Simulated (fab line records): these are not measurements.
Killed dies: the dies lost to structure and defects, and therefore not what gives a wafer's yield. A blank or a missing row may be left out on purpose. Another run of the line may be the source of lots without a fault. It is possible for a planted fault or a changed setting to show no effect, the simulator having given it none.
One fault through the eyes of 2 desks / flow berkeley_cmos170 / only its own numbers are on each desk; what lay behind them is given at the end

## FROM THE METROLOGY DESK
Means of the sampled wafers that have a number, per lot and without regard to the tool the lot ran on: this is what the gauges read. The brackets show how far a lot's mean lies from the usual mean; more than 4 standard deviations puts the lot out of limits, marked OUT.
Columns: A = PVT_OVL at UCB170_PVT_OVL_MEAS_06, usual 4 nm; B = V2_TEOS_THK at UCB170_V2_THK_MEAS_01, usual 2005 nm
lot=L348; first seen here=day 5 07:13; A=2; B=2008
lot=L349; first seen here=day 5 16:07; A=10; B=1999
lot=L350; first seen here=day 6 10:38; A=-1; B=1997
lot=L352; first seen here=day 6 11:11; A=6; B=1999
lot=L353; first seen here=day 6 22:01; A=6; B=2019
lot=L357; first seen here=day 7 10:28; A=6; B=2000
lot=L356; first seen here=day 7 10:44; A=-0; B=1982
lot=L355; first seen here=day 7 10:53; A=6; B=1970
lot=L358; first seen here=day 7 22:32; A=2; B=2028
lot=L364; first seen here=day 8 20:20; A=6; B=1990
lot=L366; first seen here=day 9 11:05; A=4; B=1979
lot=L369; first seen here=day 9 23:49; A=8; B=2027
lot=L370; first seen here=day 10 16:22; A=4; B=2026
lot=L371; first seen here=day 10 17:04; A=4; B=2022
This desk found nothing out of limits on any of the 14 lots.

## DESK OF THE TOOL OWNER: wet_bench-02
The tool's own readings at UCB170_GATE_WET_ETCH_00 (etches SiO2 in dHF, time 200 s): means of the sampled wafers that have a number, for each lot that ran on this tool. The brackets show how far a lot's mean lies from the usual mean; more than 4 standard deviations puts the lot out of limits, marked OUT.
Columns: A = run_length_s at UCB170_GATE_WET_ETCH_00, usual 228 s; B = temp_c at UCB170_GATE_WET_ETCH_00, usual 24.97 C
lot=L352; first seen here=day 6 11:32; A=226; B=25.15
lot=L357; first seen here=day 7 10:49; A=165 (-16) OUT; B=24.91
lot=L355; first seen here=day 7 11:14; A=165 (-16) OUT; B=24.92
Finding of this desk: L355, L357 out of limits; the first was L357 at day 7 10:49, on run_length_s at UCB170_GATE_WET_ETCH_00. In limits: L352.

## TAKEN TOGETHER
An alarm could have come from the tool owner's desk at day 7 10:49, on L355, L357.
The metrology desk saw nothing out of limits.
The metrology desk has L355, L357 on record, within its limits.
UCB170_GATE_WET_ETCH_00 was run on wet_bench-02 by each of the lots named.

## WHAT THE SIMULATOR HAD PUT IN
wet_bench-02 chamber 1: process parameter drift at UCB170_GATE_WET_ETCH_00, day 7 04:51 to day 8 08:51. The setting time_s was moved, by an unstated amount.
Shown lots that were struck: L355, L357.
Hours from the fault's start to each desk's first reading out of limits: the tool owner's desk, 6.
